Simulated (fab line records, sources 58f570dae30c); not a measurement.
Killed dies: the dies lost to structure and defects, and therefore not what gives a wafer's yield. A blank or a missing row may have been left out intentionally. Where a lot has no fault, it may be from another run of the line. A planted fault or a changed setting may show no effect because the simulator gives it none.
Which tool did it? :: flow berkeley cmos170 :: Sampling: 13 lots, 39 wafers, 5 of 331 route steps

WHAT THE GAUGES READ, wafer by wafer
UCB170_SDANNEAL_RS_MEAS_05: uses a four-point probe to measure.
lot: L299
measured: day 7 21:34
on: film metro-01
NLDD_RS (ohm/sq): 617.4 616.4 618.0

lot: L300
measured: day 8 11:59
on: film metro-04
NLDD_RS (ohm/sq): 612.8 615.0 614.6

lot: L301
measured: day 8 12:49
on: film metro-04
NLDD_RS (ohm/sq): 612.6 614.9 614.1

lot: L302
measured: day 8 13:00
on: film metro-03
NLDD_RS (ohm/sq): 616.1 614.6 615.3

lot: L304
measured: day 9 05:55
on: film metro-04
NLDD_RS (ohm/sq): 614.5 615.8 614.3

lot: L305
measured: day 9 06:43
on: film metro-01
NLDD_RS (ohm/sq): 612.0 615.0 612.3

lot: L309
measured: day 9 22:44
on: film metro-01
NLDD_RS (ohm/sq): 611.4 610.1 612.3

lot: L308
measured: day 9 23:12
on: film metro-04
NLDD_RS (ohm/sq): 613.3 614.9 612.5

lot: L313
measured: day 10 23:49
on: film metro-01
NLDD_RS (ohm/sq): 610.1 610.1 608.5

lot: L316
measured: day 11 13:38
on: film metro-04
NLDD_RS (ohm/sq): 610.3 611.8 611.0

lot: L318
measured: day 12 04:48
on: film metro-03
NLDD_RS (ohm/sq): 612.5 613.2 613.6

lot: L319
measured: day 12 05:03
on: film metro-01
NLDD_RS (ohm/sq): 613.0 614.1 612.8

lot: L321
measured: day 12 07:26
on: film metro-01
NLDD_RS (ohm/sq): 613.9 613.1 612.6

UCB170_SILICIDE_THK_MEAS_03: measures by xrf.
lot: L299
measured: day 7 21:54
on: film metro-02
SILICIDE_TI_THK (nm): 30.8 30.5 30.7

lot: L300
measured: day 8 12:18
on: film metro-02
SILICIDE_TI_THK (nm): 30.1 30.1 29.9

lot: L301
measured: day 8 13:09
on: film metro-02
SILICIDE_TI_THK (nm): 30.2 30.3 30.4

lot: L302
measured: day 8 13:20
on: film metro-03
SILICIDE_TI_THK (nm): 30.3 30.2 30.3

lot: L304
measured: day 9 06:16
on: film metro-03
SILICIDE_TI_THK (nm): 29.9 30.0 29.8

lot: L305
measured: day 9 07:04
on: film metro-01
SILICIDE_TI_THK (nm): 29.9 29.0 29.6

lot: L309
measured: day 9 23:04
on: film metro-02
SILICIDE_TI_THK (nm): 30.3 30.7 30.3

lot: L308
measured: day 9 23:31
on: film metro-02
SILICIDE_TI_THK (nm): 29.5 29.3 29.5

lot: L313
measured: day 11 00:08
on: film metro-01
SILICIDE_TI_THK (nm): 30.7 30.2 30.5

lot: L316
measured: day 11 13:58
on: film metro-03
SILICIDE_TI_THK (nm): 30.5 30.8 30.5

lot: L318
measured: day 12 05:17
on: film metro-02
SILICIDE_TI_THK (nm): 30.4 30.0 29.7

lot: L319
measured: day 12 05:23
on: film metro-01
SILICIDE_TI_THK (nm): 30.6 30.2 30.2

lot: L321
measured: day 12 07:46
on: film metro-02
SILICIDE_TI_THK (nm): 30.1 30.0 30.2

UCB170_V1_THK_MEAS_01.
lot: L299
measured: day 8 06:10
on: film metro-02
V1_TEOS_THK (nm): 1980 1995 2008

lot: L300
measured: day 8 21:42
on: film metro-04
V1_TEOS_THK (nm): 1964 1989 1991

lot: L301
measured: day 8 23:01
on: film metro-04
V1_TEOS_THK (nm): 1974 1985 2053

lot: L302
measured: day 8 23:01
on: film metro-01
V1_TEOS_THK (nm): 1995 2027 1990

lot: L304
measured: day 9 14:06
on: film metro-04
V1_TEOS_THK (nm): 1980 2017 2005

lot: L305
measured: day 9 16:46
on: film metro-02
V1_TEOS_THK (nm): 1966 1978 2023

lot: L309
measured: day 10 07:25
on: film metro-02
V1_TEOS_THK (nm): 911 1973 919 911 1973 918

lot: L308
measured: day 10 10:06
on: film metro-04
V1_TEOS_THK (nm): 2025 2015 2005

lot: L313
measured: day 11 09:22
on: film metro-02
V1_TEOS_THK (nm): 1946 1952 1986

lot: L316
measured: day 12 02:53
on: film metro-01
V1_TEOS_THK (nm): 1999 1968 2000

lot: L318
measured: day 12 13:58
on: film metro-04
V1_TEOS_THK (nm): 1951 1991 1991

lot: L319
measured: day 12 15:14
on: film metro-04
V1_TEOS_THK (nm): 1972 1996 2010

lot: L321
measured: day 12 16:34
on: film metro-01
V1_TEOS_THK (nm): 1982 1970 2011

TOOL THAT RAN EACH LOT (tool first, then ch and the chambers of the sampled wafers, then the start)
lot: L299
UCB170_SILICIDE_RTA_04: rtp anneal-02 ch 0, day 7 21:58
UCB170_V1_CVD_00: pecvd-03 ch 0,1, day 8 06:00

lot: L300
UCB170_SILICIDE_RTA_04: rtp anneal-01 ch 0, day 8 12:22
UCB170_V1_CVD_00: pecvd-02 ch 1,2, day 8 21:31

lot: L301
UCB170_SILICIDE_RTA_04: rtp anneal-01 ch 0, day 8 13:13
UCB170_V1_CVD_00: pecvd-03 ch 1,2, day 8 22:52

lot: L302
UCB170_SILICIDE_RTA_04: rtp anneal-02 ch 0, day 8 13:23
UCB170_V1_CVD_00: pecvd-02 ch 1,2, day 8 22:52

lot: L304
UCB170_SILICIDE_RTA_04: rtp anneal-02 ch 0, day 9 06:19
UCB170_V1_CVD_00: pecvd-03 ch 0,1, day 9 13:56

lot: L305
UCB170_SILICIDE_RTA_04: rtp anneal-02 ch 0, day 9 07:07
UCB170_V1_CVD_00: pecvd-04 ch 0,1, day 9 16:37

lot: L309
UCB170_SILICIDE_RTA_04: rtp anneal-01 ch 0, day 9 23:08
UCB170_V1_CVD_00: pecvd-03 ch 1,2, day 10 07:15

lot: L308
UCB170_SILICIDE_RTA_04: rtp anneal-01 ch 0, day 9 23:35
UCB170_V1_CVD_00: pecvd-04 ch 0,1,2, day 10 10:00

lot: L313
UCB170_SILICIDE_RTA_04: rtp anneal-02 ch 0, day 11 00:12
UCB170_V1_CVD_00: pecvd-02 ch 0,1,2, day 11 09:12

lot: L316
UCB170_SILICIDE_RTA_04: rtp anneal-01 ch 0, day 11 14:01
UCB170_V1_CVD_00: pecvd-04 ch 0,1,2, day 12 02:42

lot: L318
UCB170_SILICIDE_RTA_04: rtp anneal-01 ch 0, day 12 05:20
UCB170_V1_CVD_00: pecvd-02 ch 2, day 12 13:44

lot: L319
UCB170_SILICIDE_RTA_04: rtp anneal-02 ch 0, day 12 05:28
UCB170_V1_CVD_00: pecvd-04 ch 1,2, day 12 15:04

lot: L321
UCB170_SILICIDE_RTA_04: rtp anneal-02 ch 0, day 12 07:49
UCB170_V1_CVD_00: pecvd-04 ch 0,1,2, day 12 16:24
- UCB170_SILICIDE_RTA_04: time 15 s.
- UCB170_V1_CVD_00: deposits SiO2 from TEOS/O2, target thk 2000 nm, time 250 s.

WHAT THE TOOLS THEMSELVES READ (means of the sampled wafers that have a number; where no wafer has one, the mark that the record gives instead)
UCB170_SILICIDE_RTA_04.
lot: L299
tool: rtp anneal-02
lamp power pct (%): 11.2
wafer_temp_C_max: 651.8

lot: L300
tool: rtp anneal-01
lamp power pct (%): 9.7
wafer_temp_C_max: 652.3

lot: L301
tool: rtp anneal-01
lamp power pct (%): 9.7
wafer_temp_C_max: 652.4

lot: L302
tool: rtp anneal-02
lamp power pct (%): 11.1
wafer_temp_C_max: 652.3

lot: L304
tool: rtp anneal-02
lamp power pct (%): 11.1
wafer_temp_C_max: 652.3

lot: L305
tool: rtp anneal-02
lamp power pct (%): 11.1
wafer_temp_C_max: 652.2

lot: L309
tool: rtp anneal-01
lamp power pct (%): 9.7
wafer_temp_C_max: 652.6

lot: L308
tool: rtp anneal-01
lamp power pct (%): 9.7
wafer_temp_C_max: 652.0

lot: L313
tool: rtp anneal-02
lamp power pct (%): 11.1
wafer_temp_C_max: 652.2

lot: L316
tool: rtp anneal-01
lamp power pct (%): 9.7
wafer_temp_C_max: 652.9

lot: L318
tool: rtp anneal-01
lamp power pct (%): 9.7
wafer_temp_C_max: 652.5

lot: L319
tool: rtp anneal-02
lamp power pct (%): 11.1
wafer_temp_C_max: 652.2

lot: L321
tool: rtp anneal-02
lamp power pct (%): 11.2
wafer_temp_C_max: 652.3

UCB170_V1_CVD_00.
lot: L299
tool: pecvd-03
heater power w (W): 271

lot: L300
tool: pecvd-02
heater power w (W): 265

lot: L301
tool: pecvd-03
heater power w (W): 303

lot: L302
tool: pecvd-02
heater power w (W): 280

lot: L304
tool: pecvd-03
heater power w (W): 218

lot: L305
tool: pecvd-04
heater power w (W): 323

lot: L309
tool: pecvd-03
heater power w (W): 289

lot: L308
tool: pecvd-04
heater power w (W): 235

lot: L313
tool: pecvd-02
heater power w (W): 249

lot: L316
tool: pecvd-04
heater power w (W): 233

lot: L318
tool: pecvd-02
heater power w (W): 247

lot: L319
tool: pecvd-04
heater power w (W): 199

lot: L321
tool: pecvd-04
heater power w (W): 298

THE ANSWER, worked out from the rows above alone
Rule: the usual values come from the lots themselves. The widest of any qualifying gaps counts: lots, ordered by their means at a reading, are off when they make up no more than a third of the lots, leave a main group of 4 or more, and stand apart from it by 3 or more times the standard deviation of that group's means. Not used: any main group whose means are identical at the precision the tables above print for the reading. A lot without any number at a reading at which 4 lots or more have one is off too. Any other lot the step has rows for is counted as sound. After the gauges, taken in route order, come the tools' own readings; for these a lot's mean is taken, as printed above. The first step at which some lot is off is used, and at that step the reading that is off furthest; a lot without a number counts as furthest.
Off: at UCB170_V1_THK_MEAS_01 (V1_TEOS_THK), L309. The main group: mean 1991 nm, standard deviation 14.
A tool fits if, at a process step before that reading, it ran every lot that is off, and no sound lot after the first of them. The gauges at UCB170_V1_THK_MEAS_01 are tried like those tools. One fits: UCB170_V1_CVD_00 on pecvd-03. Its last sound lot is L304 (day 9 13:56), its first lot that is off L309 (day 10 07:15): a fault that began between those two fits.

WHAT THE SIMULATOR HAD PUT IN
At UCB170_V1_CVD_00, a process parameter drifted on pecvd-03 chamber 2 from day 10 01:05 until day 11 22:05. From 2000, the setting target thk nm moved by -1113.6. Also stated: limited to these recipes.
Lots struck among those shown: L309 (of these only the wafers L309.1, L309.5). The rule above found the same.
